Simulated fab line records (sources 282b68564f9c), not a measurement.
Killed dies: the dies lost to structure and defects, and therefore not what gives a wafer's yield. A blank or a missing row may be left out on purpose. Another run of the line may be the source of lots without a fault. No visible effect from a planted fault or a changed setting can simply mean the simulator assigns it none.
One fault through the eyes of 2 desks + flow rit-cmos + numbers are kept per desk, each desk with only its own; the story behind them comes last

## METROLOGY DESK
What the gauges read, lot by lot, whatever tool the lot ran on: means of the sampled wafers that have a number. Any lot whose mean is over 4 standard deviations away from the usual mean is out of limits and marked OUT; that distance is given in the brackets.
Columns: A = INCOMING_BOW at RIT_ACTIVE_BOW_MEAS_00, usual 1 um; B = NWELL_RS at RIT_WELLDRIVE_RS_MEAS_01, usual 275.3 ohm/sq; C = SILICIDE_TI_THK at RIT_SILICIDE_THK_MEAS_03, usual 28.7 nm
| lot  | first seen here | A  | B     | C    |
|------|-----------------|----|-------|------|
| L323 | day 1 10:01     | 7  | 276.3 | 29.0 |
| L324 | day 1 15:00     | -2 | 274.8 | 28.5 |
| L325 | day 1 20:01     | -3 | 276.4 | 28.4 |
| L326 | day 2 01:01     | -1 | 275.5 | 28.7 |
| L327 | day 2 06:00     | 3  | 275.8 | 28.4 |
| L328 | day 2 11:00     | 0  | 275.0 | 29.1 |
| L329 | day 2 16:02     | 10 | 275.3 | -    |
| L341 | day 5 04:00     | 0  | 273.8 | 28.5 |
| L342 | day 5 09:01     | 7  | 275.9 | 28.9 |
| L343 | day 5 14:00     | -1 | 275.1 | 28.5 |
| L344 | day 5 19:01     | -1 | 274.6 | 28.7 |
| L345 | day 6 00:01     | -1 | 275.3 | 28.7 |
| L346 | day 6 05:00     | -3 | 276.2 | 28.6 |
This desk found nothing out of limits on any of the 13 lots.

## FOR THE TOOL OWNER'S DESK: plasma-asher-01
The tool's own readings at RIT_PLDD_STRIP_09 (strips in O2, time 180 s): means of the sampled wafers that have a number, for each lot that ran on this tool. Any lot whose mean is over 4 standard deviations away from the usual mean is out of limits and marked OUT; that distance is given in the brackets.
Columns: A = drypump-motor-current-A at RIT_PLDD_STRIP_09, usual 5.7 A; B = run-length-s at RIT_PLDD_STRIP_09, usual 208.4 s
| lot  | first seen here | A   | B                      |
|------|-----------------|-----|------------------------|
| L326 | day 3 13:52     | 5.3 | 208.7                  |
| L328 | day 4 01:44     | 5.8 | 208.8                  |
| L329 | day 4 05:17     | 5.3 | 72.2 (-99 or more) OUT |
| L341 | day 6 17:22     | 5.3 | 208.6                  |
| L343 | day 7 00:57     | 5.6 | 208.6                  |
| L345 | day 7 13:24     | 5.3 | 208.5                  |
This desk's verdict: out of limits on L329, starting with L329 at day 4 05:17 (run-length-s at RIT_PLDD_STRIP_09). In limits: L326, L328, L341, L343, L345.

## ALL TOGETHER
The tool owner's desk had the chance to raise an alarm at day 4 05:17 on L329.
The metrology desk saw nothing out of limits.
The metrology desk has L329 on record, within its limits.
All the named lots went through RIT_PLDD_STRIP_09 on plasma-asher-01.

## WHAT HAD BEEN PUT IN BY THE SIMULATOR
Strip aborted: plasma-asher-01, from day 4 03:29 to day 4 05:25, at RIT_PLDD_STRIP_09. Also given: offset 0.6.
Shown lots that were struck: L329.
Delay in hours, fault start to first out-of-limits reading, by desk: the tool owner's desk at 2.
